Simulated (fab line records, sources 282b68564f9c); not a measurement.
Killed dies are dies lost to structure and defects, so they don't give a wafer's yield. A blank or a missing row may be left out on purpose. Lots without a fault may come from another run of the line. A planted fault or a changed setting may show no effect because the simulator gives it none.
Split-lot experiment | flow rit_cmos | 5 lots, 23 wafers read, on a route of 202 steps

THE SPLIT
At RIT_SPACER_CVD_03 (deposits Si3N4 from SiH2Cl2/NH3, target thk 250 nm, time 3300 s), the setting temp_c was moved away from the recipe's 810 C on 15 of the 23 wafers read, by -2.7% to +2.3%. The other wafers ran this setting at the recipe's value.

FROM THE SPLIT TO THE READING: what the file shows between them, 1 step
- RIT_SPACER_THK_MEAS_04

THE READING
oes_product_au, in a.u., at RIT_SPACER_ETCHBACK_05 (etches Si3N4 in SF6/CHF3, stops on SiO2, target depth 250 nm, time 240 s). Fault-free wafers of this fab line usually give 0.845 a.u., standard deviation 0.0088 a.u..

wafer  | tool, chamber at the split | temp_c as run, C | against the recipe | oes_product_au, a.u. | against lot-mates on the recipe
L078.1 | -, -                       | 788.1            | -2.7%              | 0.654                | no lot-mate on the recipe
L078.2 | -, -                       | 788.1            | -2.7%              | 0.643                | no lot-mate on the recipe
L078.3 | -, -                       | 788.1            | -2.7%              | 0.647                | no lot-mate on the recipe
L078.5 | -, -                       | 788.1            | -2.7%              | 0.645                | no lot-mate on the recipe
L078.6 | -, -                       | 788.1            | -2.7%              | 0.654                | no lot-mate on the recipe
L079.1 | -, -                       | 828.6            | +2.3%              | 0.999                | no lot-mate on the recipe
L079.2 | -, -                       | 828.6            | +2.3%              | 1.012                | no lot-mate on the recipe
L079.3 | -, -                       | 828.6            | +2.3%              | 1.000                | no lot-mate on the recipe
L079.5 | -, -                       | 828.6            | +2.3%              | 1.002                | no lot-mate on the recipe
L079.6 | -, -                       | 828.6            | +2.3%              | 1.011                | no lot-mate on the recipe
L080.2 | lpcvd-01, 0                | 810              | recipe             | 0.836                | -
L080.4 | lpcvd-01, 0                | 810              | recipe             | 0.836                | -
L080.6 | lpcvd-01, 0                | 810              | recipe             | 0.840                | -
L081.2 | -, -                       | 810              | recipe             | 0.840                | -
L081.3 | -, -                       | 810              | recipe             | 0.834                | -
L081.4 | -, -                       | 810              | recipe             | 0.874                | -
L081.5 | -, -                       | 810              | recipe             | 0.839                | -
L081.6 | -, -                       | 810              | recipe             | 0.860                | -
L085.1 | -, -                       | 817.3            | +0.9%              | 0.936                | no lot-mate on the recipe
L085.2 | -, -                       | 817.3            | +0.9%              | 0.924                | no lot-mate on the recipe
L085.3 | -, -                       | 817.3            | +0.9%              | 0.934                | no lot-mate on the recipe
L085.4 | -, -                       | 817.3            | +0.9%              | 0.931                | no lot-mate on the recipe
L085.5 | -, -                       | 817.3            | +0.9%              | 0.924                | no lot-mate on the recipe

THE FIT
A straight line over all 23 wafers: oes_product_au changes by +0.0726 a.u. for each +1% of temp_c; r = +0.99; the points scatter about the line by 0.013 a.u..
Too few moved wafers have a lot-mate on the recipe to fit a line with each lot's own level taken away.

THE WHOLE CHAIN: every reading that the file lists as answering this split, in the file's order
step                   | what it does                                                             | reading                                                                        | change (the file's fit)                  | r (the file's)
RIT_SPACER_CVD_03      | deposits Si3N4 from SiH2Cl2/NH3, target thk 250 nm, time 3300 s          | Si3N4_of_SPACER_CVD_03.thk_nm (the simulator's own value, which no gauge read) | +35 nm for each +1% of the setting       | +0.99
RIT_SPACER_THK_MEAS_04 |                                                                          | SPACER_NITRIDE_THK                                                             | +35 for each +1% of the setting          | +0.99
RIT_SPACER_ETCHBACK_05 | etches Si3N4 in SF6/CHF3, stops on SiO2, target depth 250 nm, time 240 s | oes_product_au                                                                 | +0.0727 a.u. for each +1% of the setting | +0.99
RIT_SPACER_ETCHBACK_05 | etches Si3N4 in SF6/CHF3, stops on SiO2, target depth 250 nm, time 240 s | Si3N4_of_SPACER_CVD_03.thk_nm (the simulator's own value, which no gauge read) | +27.2 nm for each +1% of the setting     | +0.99
RIT_SPACER_ETCHBACK_05 | etches Si3N4 in SF6/CHF3, stops on SiO2, target depth 250 nm, time 240 s | etch.depth_nm (the simulator's own value, which no gauge read)                 | +29.9 nm for each +1% of the setting     | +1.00

THE FILE'S OWN FIT
oes_product_au changes by +0.0727 a.u. for each +1% of temp_c, r = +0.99.
